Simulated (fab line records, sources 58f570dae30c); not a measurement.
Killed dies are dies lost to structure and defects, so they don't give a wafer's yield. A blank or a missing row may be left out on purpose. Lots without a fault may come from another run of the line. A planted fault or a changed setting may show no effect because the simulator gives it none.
One fault seen from 2 desks | flow berkeley_cmos170 | each desk has only its own numbers; what lay behind them comes last

THE METROLOGY DESK
What the gauges read, lot by lot, whatever tool the lot ran on: means of the sampled wafers that have a number. A lot is out of limits, marked OUT, if its mean lies more than 4 standard deviations from the usual mean; the brackets give that distance.
Columns: A = cd_nm at UCB170_PLDD_CD_MEAS_06, usual 1200.3 nm; B = V1_OVL at UCB170_V1_OVL_MEAS_13, usual 0 nm
lot  | first seen here | A      | B
L374 | day 6 05:23     | 1199.7 | 6
L375 | day 6 06:02     | 1199.5 | -4
L377 | day 7 07:49     | 1200.1 | -4
L379 | day 7 07:54     | 1200.7 | -4
L380 | day 8 04:25     | 1199.6 | 3
L383 | day 8 21:53     | 1197.6 | -2
L385 | day 8 22:01     | 1199.5 | 0
L392 | day 10 10:22    | 1202.8 | 1
L393 | day 10 10:44    | 1201.4 | -2
L395 | day 10 11:08    | 1201.4 | 7
L394 | day 10 12:22    | 1202.3 | -2
L396 | day 10 13:17    | 1200.8 | -4
This desk's finding: nothing out of limits on any of the 12 lots.

THE TOOL OWNER'S DESK: furnace-03
The tool's own readings at UCB170_WELLDRIVE_ANNEAL_03 (time 900 s): means of the sampled wafers that have a number, for each lot that ran on this tool. A lot is out of limits, marked OUT, if its mean lies more than 4 standard deviations from the usual mean; the brackets give that distance.
Columns: A = spike_tc_centre_C at UCB170_WELLDRIVE_ANNEAL_03, usual 1101.7 C; B = spike_tc_load_C at UCB170_WELLDRIVE_ANNEAL_03, usual 1128.8 C
lot  | first seen here | A      | B
L374 | day 3 20:52     | 1101.7 | 1128.0
L375 | day 3 20:52     | 1101.8 | 1127.5
L377 | day 4 12:29     | 1102.3 | 1127.6
L379 | day 5 03:16     | 1101.6 | 1128.0
L383 | day 5 21:07     | 1101.5 | 1128.5
L385 | day 6 01:13     | 1102.3 | 1128.5
L393 | day 8 05:52     | 1101.3 | 1128.4
L394 | day 8 05:52     | 1102.8 | 1128.6
L395 | day 8 05:52     | 1102.3 | 1127.9
L396 | day 8 05:52     | 1102.5 | 1128.0
This desk's finding: nothing out of limits on any of the 10 lots.

PUT TOGETHER
The metrology desk saw nothing out of limits.
The tool owner's desk saw nothing out of limits.

WHAT THE SIMULATOR HAD PUT IN
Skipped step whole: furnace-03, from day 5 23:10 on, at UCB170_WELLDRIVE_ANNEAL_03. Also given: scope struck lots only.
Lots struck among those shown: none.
